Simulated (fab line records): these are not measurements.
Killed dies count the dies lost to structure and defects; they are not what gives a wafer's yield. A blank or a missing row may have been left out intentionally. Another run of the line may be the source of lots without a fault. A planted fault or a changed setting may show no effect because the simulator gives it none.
Chamber matching ; flow berkeley-cmos170 ; 4 sister chambers for UCB170_M3_ETCH_17 on rie-diel-01
The step etches BARC in N2/H2. 16 wafers are shown with their chamber, then 8 later ones without.

WAFERS PAIRED WITH THEIR CHAMBERS
wafer;chamber;drypump-motor-current-A (A);throttle-valve-pct (%);oes-product-au (a.u.)
L799.2;2;6.2;13.51;0.970
L799.4;1;5.6;13.27;1.004
L799.6;0;5.5;13.80;1.010
L802.1;2;6.2;13.52;0.977
L802.4;3;4.8;13.05;0.966
L802.5;0;5.4;13.80;1.011
L807.2;1;5.6;13.22;1.010
L807.3;2;6.2;13.50;0.991
L807.6;3;4.8;13.02;0.977
L806.2;2;6.2;13.52;0.975
L806.3;3;4.8;13.05;0.969
L806.6;1;5.6;13.25;1.011
L809.1;3;4.8;13.04;0.983
L809.4;1;5.6;13.24;1.005
L809.5;3;4.8;13.03;0.967
L820.1;3;4.8;13.04;0.962

SIGNATURES (averages over the wafers above)
reading;chamber 0;chamber 1;chamber 2;chamber 3;scatter within a chamber
drypump-motor-current-A;5.450;5.600;6.200;4.800;0.0204
throttle-valve-pct;13.8000;13.2450;13.5125;13.0383;0.0137
oes-product-au;1.01050;1.00750;0.97825;0.97067;0.00699
Rule: for each reading, subtract the chamber's mean from the wafer's reading, divide by that reading's scatter and square the result; add these up over the readings and take the root, which gives the wafer's distance from the chamber. The wafer belongs to the nearest chamber; if the next one is less than 2 further off, it can't be placed. The scatter is the square root of a quotient: the sum, over the shown wafers, of each reading's squared deviation from its chamber's mean, divided by wafers minus chambers.

WAFERS WITH NO CHAMBER GIVEN
wafer;drypump-motor-current-A (A);throttle-valve-pct (%);oes-product-au (a.u.)
L820.2;5.6;13.27;1.013
L820.5;5.4;13.79;1.008
L821.2;5.4;13.80;1.021
L821.5;6.2;13.52;0.980
L821.6;4.8;13.01;0.972
L817.1;4.8;13.03;0.949
L817.3;5.4;13.75;1.026
L817.5;5.6;13.25;0.999

THE CHAMBER EACH PASSED THROUGH
wafer;from the rows above;in truth
L820.2;1;1
L820.5;0;0
L821.2;0;0
L821.5;2;2
L821.6;3;3
L817.1;3;3
L817.3;0;0
L817.5;1;1
Correctly placed: 8 of 8. Number that these rows cannot place: 0. Placed wrongly: 0.
